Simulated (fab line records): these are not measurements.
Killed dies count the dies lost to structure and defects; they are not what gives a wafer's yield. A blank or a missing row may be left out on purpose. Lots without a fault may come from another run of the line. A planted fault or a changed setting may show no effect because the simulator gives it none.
fab line records || flow berkeleyCmos170
record: {"lots": 6, "wafers": 18, "lastDay": 12}
route steps=331 shown M2@273
lots that met no fault: taken from a fault-free run of the same line
startH: start of the lot's first displayed wafer, in hours after the record's first day || waitH: how many hours have passed since the lot's step before this one || " identical to the entry in the row above || L1.1+2: a row that stands for several wafers || - no value present, or no start provided || * or withheld: withheld || < > ~ a bound
route shown NAME@n: a module of which the file shows steps, and the number in the route of the first || usual: the fault-free wafers' mean and standard deviation || same: alike in all rows || chamber/n: place in a boat || sites: per-site readings || _std_site: the values' standard deviation || _edge_site: the outer-site mean with the inner-site mean subtracted || radiusMm: how far each site lies from the wafer's centre || mask NAME#n: copy n || behind: the most recent tool/chamber to have shaped the wafer || hold: what put the lot on hold/how long, in hours/how the hold closed || device: the n, p or np transistor that did not switch || end of line: at the end of the route, the tests of the same wafers || a step with no rows: only its recipe || killed: dies lost to structure and defects at the first sort, not the wafer's yield || map: shows each die of a wafer: x if killed, . if not, _ if none is there
set.NAME: the setting the step ran with; set.NAME@STEP: the setting that earlier step ran with || model.NAME: the simulator's own value behind a step, which no gauge read
lots at selected steps of the route; one table per step, one row per wafer
services: the hour from which a tool's chamber was out of use, counted from the record's first day as startH (under 0 if before that day), plus the number of hours and why
== steps ==
step: UCB170_M2_RS_MEAS_02
recipe: {"thkMeasGauge": "four-point-probe", "reads": "Al_of_M2_SPUTTER_01"}
usual: {"M2_AL_RS": "0.0322/0.00038"}
{"lot.wafer": "L403.2", "tool": "filmMetro-01", "chamber": "-", "startH": 184.33, "waitH": 0.1, "M2_AL_RS[ohm/sq]": 0.0324}
{"lot.wafer": "L403.4", "tool": "filmMetro-01", "chamber": "-", "startH": 184.33, "waitH": 0.1, "M2_AL_RS[ohm/sq]": 0.0323}
{"lot.wafer": "L403.6", "tool": "filmMetro-01", "chamber": "-", "startH": 184.33, "waitH": 0.1, "M2_AL_RS[ohm/sq]": 0.0320}
{"lot.wafer": "L410.2", "tool": "filmMetro-01", "chamber": "-", "startH": 224.84, "waitH": 0.1, "M2_AL_RS[ohm/sq]": 0.0325}
{"lot.wafer": "L410.3", "tool": "filmMetro-01", "chamber": "-", "startH": 224.84, "waitH": 0.1, "M2_AL_RS[ohm/sq]": 0.0325}
{"lot.wafer": "L410.5", "tool": "filmMetro-01", "chamber": "-", "startH": 224.84, "waitH": 0.1, "M2_AL_RS[ohm/sq]": 0.0323}
{"lot.wafer": "L412.1", "tool": "filmMetro-02", "chamber": "-", "startH": 225.89, "waitH": 0.0, "M2_AL_RS[ohm/sq]": 0.0331}
{"lot.wafer": "L412.5", "tool": "filmMetro-02", "chamber": "-", "startH": 225.89, "waitH": 0.0, "M2_AL_RS[ohm/sq]": 0.0328}
{"lot.wafer": "L412.6", "tool": "filmMetro-02", "chamber": "-", "startH": 225.89, "waitH": 0.0, "M2_AL_RS[ohm/sq]": 0.0328}
{"lot.wafer": "L419.2", "tool": "filmMetro-04", "chamber": "-", "startH": 264.85, "waitH": 0.1, "M2_AL_RS[ohm/sq]": 0.0323}
{"lot.wafer": "L419.3", "tool": "filmMetro-04", "chamber": "-", "startH": 264.85, "waitH": 0.1, "M2_AL_RS[ohm/sq]": 0.0318}
{"lot.wafer": "L419.5", "tool": "filmMetro-04", "chamber": "-", "startH": 264.85, "waitH": 0.1, "M2_AL_RS[ohm/sq]": 0.0321}
{"lot.wafer": "L420.2", "tool": "filmMetro-02", "chamber": "-", "startH": 266.15, "waitH": 0.1, "M2_AL_RS[ohm/sq]": 0.0318}
{"lot.wafer": "L420.3", "tool": "filmMetro-02", "chamber": "-", "startH": 266.15, "waitH": 0.1, "M2_AL_RS[ohm/sq]": 0.0320}
{"lot.wafer": "L420.4", "tool": "filmMetro-02", "chamber": "-", "startH": 266.15, "waitH": 0.1, "M2_AL_RS[ohm/sq]": 0.0320}
{"lot.wafer": "L424.3", "tool": "filmMetro-01", "chamber": "-", "startH": 288.69, "waitH": 0.1, "M2_AL_RS[ohm/sq]": 0.0325}
{"lot.wafer": "L424.4", "tool": "filmMetro-01", "chamber": "-", "startH": 288.69, "waitH": 0.1, "M2_AL_RS[ohm/sq]": 0.0322}
{"lot.wafer": "L424.5", "tool": "filmMetro-01", "chamber": "-", "startH": 288.69, "waitH": 0.1, "M2_AL_RS[ohm/sq]": 0.0320}
step: UCB170_M2_THK_MEAS_03
recipe: {"thkMeasGauge": "xrf", "reads": "Al_of_M2_SPUTTER_01"}
usual: {"M2_AL_THK": "905/12"}
{"lot.wafer": "L403.2", "tool": "filmMetro-01", "chamber": "-", "startH": 184.44, "waitH": 0.1, "M2_AL_THK[nm]": 895}
{"lot.wafer": "L403.4", "tool": "filmMetro-01", "chamber": "-", "startH": 184.44, "waitH": 0.1, "M2_AL_THK[nm]": 888}
{"lot.wafer": "L403.6", "tool": "filmMetro-01", "chamber": "-", "startH": 184.44, "waitH": 0.1, "M2_AL_THK[nm]": 910}
{"lot.wafer": "L410.2", "tool": "filmMetro-01", "chamber": "-", "startH": 224.95, "waitH": 0.1, "M2_AL_THK[nm]": 885}
{"lot.wafer": "L410.3", "tool": "filmMetro-01", "chamber": "-", "startH": 224.95, "waitH": 0.1, "M2_AL_THK[nm]": 884}
{"lot.wafer": "L410.5", "tool": "filmMetro-01", "chamber": "-", "startH": 224.95, "waitH": 0.1, "M2_AL_THK[nm]": 901}
{"lot.wafer": "L412.1", "tool": "filmMetro-02", "chamber": "-", "startH": 226.01, "waitH": 0.1, "M2_AL_THK[nm]": 884}
{"lot.wafer": "L412.5", "tool": "filmMetro-02", "chamber": "-", "startH": 226.01, "waitH": 0.1, "M2_AL_THK[nm]": 892}
{"lot.wafer": "L412.6", "tool": "filmMetro-02", "chamber": "-", "startH": 226.01, "waitH": 0.1, "M2_AL_THK[nm]": 895}
{"lot.wafer": "L419.2", "tool": "filmMetro-04", "chamber": "-", "startH": 264.96, "waitH": 0.1, "M2_AL_THK[nm]": 914}
{"lot.wafer": "L419.3", "tool": "filmMetro-04", "chamber": "-", "startH": 264.96, "waitH": 0.1, "M2_AL_THK[nm]": 915}
{"lot.wafer": "L419.5", "tool": "filmMetro-04", "chamber": "-", "startH": 264.96, "waitH": 0.1, "M2_AL_THK[nm]": 917}
{"lot.wafer": "L420.2", "tool": "filmMetro-02", "chamber": "-", "startH": 266.26, "waitH": 0.1, "M2_AL_THK[nm]": 918}
{"lot.wafer": "L420.3", "tool": "filmMetro-02", "chamber": "-", "startH": 266.26, "waitH": 0.1, "M2_AL_THK[nm]": 919}
{"lot.wafer": "L420.4", "tool": "filmMetro-02", "chamber": "-", "startH": 266.26, "waitH": 0.1, "M2_AL_THK[nm]": 912}
{"lot.wafer": "L424.3", "tool": "filmMetro-01", "chamber": "-", "startH": 288.79, "waitH": 0.1, "M2_AL_THK[nm]": 895}
{"lot.wafer": "L424.4", "tool": "filmMetro-01", "chamber": "-", "startH": 288.79, "waitH": 0.1, "M2_AL_THK[nm]": 895}
{"lot.wafer": "L424.5", "tool": "filmMetro-01", "chamber": "-", "startH": 288.79, "waitH": 0.1, "M2_AL_THK[nm]": 909}
step: UCB170_M2_HMDS_04
recipe: {"primeTimeS": 60, "primeTempC": 100}
step: UCB170_M2_COAT_05
recipe: {"resist": "KrF", "spinRpm": 1500, "resistThkNm": 900}
step: UCB170_M2_SOFTBAKE_06
recipe: {"resist": "KrF", "tempC": 130, "timeS": 60}
step: UCB170_M2_STRIP_07
recipe: {"chemistry": "O2", "powerW": 400, "pressureMtorr": 3500, "platenTempC": "withheld", "o2FlowSccm": 400, "overashFraction": 0.5}
usual: {"chamberPressureMTorr": "3500/3.1", "drypumpMotorCurrentA": "5.7/0.55", "oesProductAu": "0.734/0.0047", "stripTimeToEndpointS": "22.01/0.067"}
{"lot.wafer": "L403.2", "tool": "plasmaAsher-03", "chamber": 0, "startH": 184.95, "waitH": 0.1, "chamberPressureMTorr": 3502, "drypumpMotorCurrentA": 5.5, "oesProductAu": 0.742, "rfHoursCounterH": 7, "stripTimeToEndpointS": 22.11}
{"lot.wafer": "L403.4", "tool": "plasmaAsher-03", "chamber": 0, "startH": 184.95, "waitH": 0.1, "chamberPressureMTorr": 3504, "drypumpMotorCurrentA": 5.5, "oesProductAu": 0.728, "rfHoursCounterH": "-", "stripTimeToEndpointS": 22.03}
{"lot.wafer": "L403.6", "tool": "plasmaAsher-03", "chamber": 1, "startH": 184.95, "waitH": 0.1, "chamberPressureMTorr": 3508, "drypumpMotorCurrentA": 5.5, "oesProductAu": 0.735, "rfHoursCounterH": "-", "stripTimeToEndpointS": 22.05}
{"lot.wafer": "L410.2", "tool": "plasmaAsher-03", "chamber": 1, "startH": 225.45, "waitH": 0.1, "chamberPressureMTorr": 3500, "drypumpMotorCurrentA": 5.5, "oesProductAu": 0.733, "rfHoursCounterH": 12, "stripTimeToEndpointS": 22.00}
{"lot.wafer": "L410.3", "tool": "plasmaAsher-03", "chamber": 1, "startH": 225.45, "waitH": 0.1, "chamberPressureMTorr": 3501, "drypumpMotorCurrentA": 5.5, "oesProductAu": 0.737, "rfHoursCounterH": "-", "stripTimeToEndpointS": 21.95}
{"lot.wafer": "L410.5", "tool": "plasmaAsher-03", "chamber": 1, "startH": 225.45, "waitH": 0.1, "chamberPressureMTorr": 3500, "drypumpMotorCurrentA": 5.5, "oesProductAu": 0.727, "rfHoursCounterH": "-", "stripTimeToEndpointS": 22.03}
{"lot.wafer": "L412.1", "tool": "plasmaAsher-03", "chamber": 1, "startH": 227.22, "waitH": 0.1, "chamberPressureMTorr": 3507, "drypumpMotorCurrentA": 5.5, "oesProductAu": 0.734, "rfHoursCounterH": 12, "stripTimeToEndpointS": 21.88}
{"lot.wafer": "L412.5", "tool": "plasmaAsher-03", "chamber": 1, "startH": 227.22, "waitH": 0.1, "chamberPressureMTorr": 3503, "drypumpMotorCurrentA": 5.5, "oesProductAu": 0.730, "rfHoursCounterH": "-", "stripTimeToEndpointS": 21.96}
{"lot.wafer": "L412.6", "tool": "plasmaAsher-03", "chamber": 0, "startH": 227.22, "waitH": 0.1, "chamberPressureMTorr": 3500, "drypumpMotorCurrentA": 5.4, "oesProductAu": 0.737, "rfHoursCounterH": "-", "stripTimeToEndpointS": 21.97}
{"lot.wafer": "L419.2", "tool": "plasmaAsher-01", "chamber": 0, "startH": 265.46, "waitH": 0.1, "chamberPressureMTorr": 3498, "drypumpMotorCurrentA": 5.3, "oesProductAu": 0.740, "rfHoursCounterH": 46, "stripTimeToEndpointS": 22.08}
{"lot.wafer": "L419.3", "tool": "plasmaAsher-01", "chamber": 0, "startH": 265.46, "waitH": 0.1, "chamberPressureMTorr": 3499, "drypumpMotorCurrentA": 5.3, "oesProductAu": 0.737, "rfHoursCounterH": "-", "stripTimeToEndpointS": 22.04}
{"lot.wafer": "L419.5", "tool": "plasmaAsher-01", "chamber": 0, "startH": 265.46, "waitH": 0.1, "chamberPressureMTorr": 3500, "drypumpMotorCurrentA": 5.3, "oesProductAu": 0.730, "rfHoursCounterH": "-", "stripTimeToEndpointS": 22.13}
{"lot.wafer": "L420.2", "tool": "plasmaAsher-03", "chamber": 0, "startH": 267.18, "waitH": 0.1, "chamberPressureMTorr": 3503, "drypumpMotorCurrentA": 5.4, "oesProductAu": 0.736, "rfHoursCounterH": 18, "stripTimeToEndpointS": 22.03}
{"lot.wafer": "L420.3", "tool": "plasmaAsher-03", "chamber": 1, "startH": 267.18, "waitH": 0.1, "chamberPressureMTorr": 3501, "drypumpMotorCurrentA": 5.5, "oesProductAu": 0.744, "rfHoursCounterH": "-", "stripTimeToEndpointS": 21.99}
{"lot.wafer": "L420.4", "tool": "plasmaAsher-03", "chamber": 0, "startH": 267.18, "waitH": 0.1, "chamberPressureMTorr": 3494, "drypumpMotorCurrentA": 5.4, "oesProductAu": 0.740, "rfHoursCounterH": "-", "stripTimeToEndpointS": 21.97}
{"lot.wafer": "L424.3", "tool": "plasmaAsher-03", "chamber": 0, "startH": 289.32, "waitH": 0.1, "chamberPressureMTorr": 3501, "drypumpMotorCurrentA": 5.4, "oesProductAu": 0.738, "rfHoursCounterH": "-", "stripTimeToEndpointS": 22.20}
{"lot.wafer": "L424.4", "tool": "plasmaAsher-03", "chamber": 1, "startH": 289.32, "waitH": 0.1, "chamberPressureMTorr": 3497, "drypumpMotorCurrentA": 5.5, "oesProductAu": 0.737, "rfHoursCounterH": "-", "stripTimeToEndpointS": 22.20}
{"lot.wafer": "L424.5", "tool": "plasmaAsher-03", "chamber": 1, "startH": 289.32, "waitH": 0.1, "chamberPressureMTorr": 3504, "drypumpMotorCurrentA": 5.5, "oesProductAu": 0.733, "rfHoursCounterH": "-", "stripTimeToEndpointS": 22.16}
step: UCB170_M2_STRIP_08
recipe: {"chemistry": "DMSO", "tempC": 80, "timeS": 600, "material": "KrF"}
step: UCB170_M2_COAT_09
recipe: {"resist": "BARC", "tempC": "withheld", "timeS": "withheld", "spinRpm": 3000, "resistThkNm": "withheld"}
step: UCB170_M2_COAT_10
recipe: {"resist": "KrF", "spinRpm": 1500, "resistThkNm": 900}
step: UCB170_M2_SOFTBAKE_11
recipe: {"resist": "KrF", "tempC": 130, "timeS": 60}
step: UCB170_M2_EXPOSE_12
recipe: {"maskId": "METAL2", "targetCdNm": 700, "na": 0.5, "sigmaOuter": 0.6, "sourceShape": "conventional", "doseMj": 26}
step: UCB170_M2_PEB_13
recipe: {"pebTempC": 130, "pebTimeS": "withheld", "resist": "KrF"}
step: UCB170_M2_DEVELOP_14
recipe: {"developer": "TMAH", "developTimeS": 45, "resist": "KrF", "devTempC": 21}
usual: {"chillPlateTempC": "23.00/0.099", "developTimeS": "45/0", "exhaustPa": "45.0/0.87"}
{"lot.wafer": "L403.2", "tool": "lithoTrack-02", "chamber": 0, "startH": 186, "waitH": "-", "chillPlateTempC": 22.82, "developTimeS": 45, "exhaustPa": 44.9, "model.KrF_of_M2_COAT_10.thkNm": 885.8}
{"lot.wafer": "L403.4", "tool": "lithoTrack-02", "chamber": 0, "startH": 186, "waitH": "-", "chillPlateTempC": 23.01, "developTimeS": 45, "exhaustPa": 45.2, "model.KrF_of_M2_COAT_10.thkNm": 889}
{"lot.wafer": "L403.6", "tool": "lithoTrack-02", "chamber": 0, "startH": 186, "waitH": "-", "chillPlateTempC": 22.97, "developTimeS": 45, "exhaustPa": 46.0, "model.KrF_of_M2_COAT_10.thkNm": 889.9}
{"lot.wafer": "L410.2", "tool": "lithoTrack-03", "chamber": "-", "startH": 227, "waitH": "-", "chillPlateTempC": "-", "developTimeS": "-", "exhaustPa": "-", "model.KrF_of_M2_COAT_10.thkNm": 903.3}
{"lot.wafer": "L410.3", "tool": "lithoTrack-03", "chamber": "-", "startH": 227, "waitH": "-", "chillPlateTempC": "-", "developTimeS": "-", "exhaustPa": "-", "model.KrF_of_M2_COAT_10.thkNm": 901.9}
{"lot.wafer": "L410.5", "tool": "lithoTrack-03", "chamber": "-", "startH": 227, "waitH": "-", "chillPlateTempC": "-", "developTimeS": "-", "exhaustPa": "-", "model.KrF_of_M2_COAT_10.thkNm": 900.1}
{"lot.wafer": "L412.1", "tool": "lithoTrack-03", "chamber": "-", "startH": 228, "waitH": "-", "chillPlateTempC": "-", "developTimeS": "-", "exhaustPa": "-", "model.KrF_of_M2_COAT_10.thkNm": 901.1}
{"lot.wafer": "L412.5", "tool": "lithoTrack-03", "chamber": "-", "startH": 228, "waitH": "-", "chillPlateTempC": "-", "developTimeS": "-", "exhaustPa": "-", "model.KrF_of_M2_COAT_10.thkNm": 901.6}
{"lot.wafer": "L412.6", "tool": "lithoTrack-03", "chamber": "-", "startH": 228, "waitH": "-", "chillPlateTempC": "-", "developTimeS": "-", "exhaustPa": "-", "model.KrF_of_M2_COAT_10.thkNm": 899.2}
{"lot.wafer": "L419.2", "tool": "lithoTrack-04", "chamber": 0, "startH": 267, "waitH": "-", "chillPlateTempC": 23.07, "developTimeS": 45, "exhaustPa": 46.3, "model.KrF_of_M2_COAT_10.thkNm": 886.2}
{"lot.wafer": "L419.3", "tool": "lithoTrack-04", "chamber": 0, "startH": 267, "waitH": "-", "chillPlateTempC": 23.08, "developTimeS": 45, "exhaustPa": 45.1, "model.KrF_of_M2_COAT_10.thkNm": 885.9}
{"lot.wafer": "L419.5", "tool": "lithoTrack-04", "chamber": 0, "startH": 267, "waitH": "-", "chillPlateTempC": 23.11, "developTimeS": 45, "exhaustPa": 47.3, "model.KrF_of_M2_COAT_10.thkNm": 886.1}
{"lot.wafer": "L420.2", "tool": "lithoTrack-04", "chamber": 0, "startH": 268, "waitH": "-", "chillPlateTempC": 23.05, "developTimeS": 45, "exhaustPa": 44.9, "model.KrF_of_M2_COAT_10.thkNm": 889.2}
{"lot.wafer": "L420.3", "tool": "lithoTrack-04", "chamber": 0, "startH": 268, "waitH": "-", "chillPlateTempC": 23.04, "developTimeS": 45, "exhaustPa": 44.5, "model.KrF_of_M2_COAT_10.thkNm": 889}
{"lot.wafer": "L420.4", "tool": "lithoTrack-04", "chamber": 0, "startH": 268, "waitH": "-", "chillPlateTempC": 22.94, "developTimeS": 45, "exhaustPa": 43.6, "model.KrF_of_M2_COAT_10.thkNm": 891.6}
{"lot.wafer": "L424.3", "tool": "lithoTrack-03", "chamber": 0, "startH": 291, "waitH": "-", "chillPlateTempC": 23.06, "developTimeS": 45, "exhaustPa": 44.0, "model.KrF_of_M2_COAT_10.thkNm": 887.3}
{"lot.wafer": "L424.4", "tool": "lithoTrack-03", "chamber": 0, "startH": 291, "waitH": "-", "chillPlateTempC": 23.24, "developTimeS": 45, "exhaustPa": 44.2, "model.KrF_of_M2_COAT_10.thkNm": 884.8}
{"lot.wafer": "L424.5", "tool": "lithoTrack-03", "chamber": 0, "startH": 291, "waitH": "-", "chillPlateTempC": 23.02, "developTimeS": 45, "exhaustPa": 43.4, "model.KrF_of_M2_COAT_10.thkNm": 885.5}
step: UCB170_M2_CD_MEAS_15
recipe: {"targetCdNm": 700}
usual: {"cdNm": "700.0/1.5"}
{"lot.wafer": "L403.2", "tool": "cdSem-02", "chamber": "-", "startH": 186.26, "waitH": "-", "cdNm": 704.4}
{"lot.wafer": "L403.4", "tool": "cdSem-02", "chamber": "-", "startH": 186.26, "waitH": "-", "cdNm": 702.6}
{"lot.wafer": "L403.6", "tool": "cdSem-02", "chamber": "-", "startH": 186.26, "waitH": "-", "cdNm": 703.0}
{"lot.wafer": "L410.2", "tool": "cdSem-02", "chamber": "-", "startH": 227.51, "waitH": "-", "cdNm": "-"}
{"lot.wafer": "L410.3", "tool": "cdSem-02", "chamber": "-", "startH": 227.51, "waitH": "-", "cdNm": "-"}
{"lot.wafer": "L410.5", "tool": "cdSem-02", "chamber": "-", "startH": 227.51, "waitH": "-", "cdNm": "-"}
{"lot.wafer": "L412.1", "tool": "cdSem-01", "chamber": "-", "startH": 228.94, "waitH": "-", "cdNm": "-"}
{"lot.wafer": "L412.5", "tool": "cdSem-01", "chamber": "-", "startH": 228.94, "waitH": "-", "cdNm": "-"}
{"lot.wafer": "L412.6", "tool": "cdSem-01", "chamber": "-", "startH": 228.94, "waitH": "-", "cdNm": "-"}
{"lot.wafer": "L419.2", "tool": "cdSem-02", "chamber": "-", "startH": 267.17, "waitH": "-", "cdNm": 699.5}
{"lot.wafer": "L419.3", "tool": "cdSem-02", "chamber": "-", "startH": 267.17, "waitH": "-", "cdNm": 699.7}
{"lot.wafer": "L419.5", "tool": "cdSem-02", "chamber": "-", "startH": 267.17, "waitH": "-", "cdNm": 701.2}
{"lot.wafer": "L420.2", "tool": "cdSem-02", "chamber": "-", "startH": 268.44, "waitH": "-", "cdNm": 700.6}
{"lot.wafer": "L420.3", "tool": "cdSem-02", "chamber": "-", "startH": 268.44, "waitH": "-", "cdNm": 701.5}
{"lot.wafer": "L420.4", "tool": "cdSem-02", "chamber": "-", "startH": 268.44, "waitH": "-", "cdNm": 702.1}
{"lot.wafer": "L424.3", "tool": "cdSem-02", "chamber": "-", "startH": 291.21, "waitH": "-", "cdNm": 699.9}
{"lot.wafer": "L424.4", "tool": "cdSem-02", "chamber": "-", "startH": 291.21, "waitH": "-", "cdNm": 701.1}
{"lot.wafer": "L424.5", "tool": "cdSem-02", "chamber": "-", "startH": 291.21, "waitH": "-", "cdNm": 700.2}
== services ==
{"tool": "plasmaAsher-03", "chamber": "-", "startH": 162.80, "hours": 0.8, "kind": "repair"}
{"tool": "plasmaAsher-01", "chamber": "-", "startH": 224.88, "hours": 12.6, "kind": "repair"}
{"tool": "plasmaAsher-03", "chamber": "-", "startH": 282.71, "hours": 4.3, "kind": "repair"}
== key ==
firstSign: {"step": "UCB170_M2_DEVELOP_14", "reading": "toolRecord", "direction": "missing"}
effect none on later readings
modelEffect: {"step": "UCB170_M2_DEVELOP_14", "value": "KrF_of_M2_COAT_10.thkNm", "without": 887, "struck": 901.2}
metAt UCB170_M2_DEVELOP_14
struckWafers L410.2,L410.3,L410.5,L412.1,L412.5,L412.6
laterRowsLeftOut L410.2,L410.3,L410.5,L412.1,L412.5,L412.6
sortLeftOut L410.2,L410.3,L410.5,L412.1,L412.5,L412.6
testerLeftOut L410
earlierFault: {"kind": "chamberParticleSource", "tool": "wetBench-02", "chamber": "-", "onsetH": 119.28, "steps": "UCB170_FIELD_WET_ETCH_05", "ratePerVisitCm2": 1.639, "endH": 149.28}
fault: {"kind": "skippedStepWhole", "tool": "lithoTrack-03", "chamber": "-", "onsetH": 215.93, "steps": "UCB170_M2_DEVELOP_14", "scope": "struckLotsOnly"}
testerLeftOut: of these lots the tester's yield and bins aren't shown, on N5 and GAA mostly nor the transistor test; their killed dies are dies lost to structure and defects alone, not to doping, threshold or leakage, so they don't give the yield
sortLeftOut: the simulated sort isn't trusted on such a fault, so these wafers' sort isn't shown, and their yield isn't known
laterRowsLeftOut: the simulator's readings of these wafers behind a module that went badly wrong aren't trusted and aren't shown, but for the sort
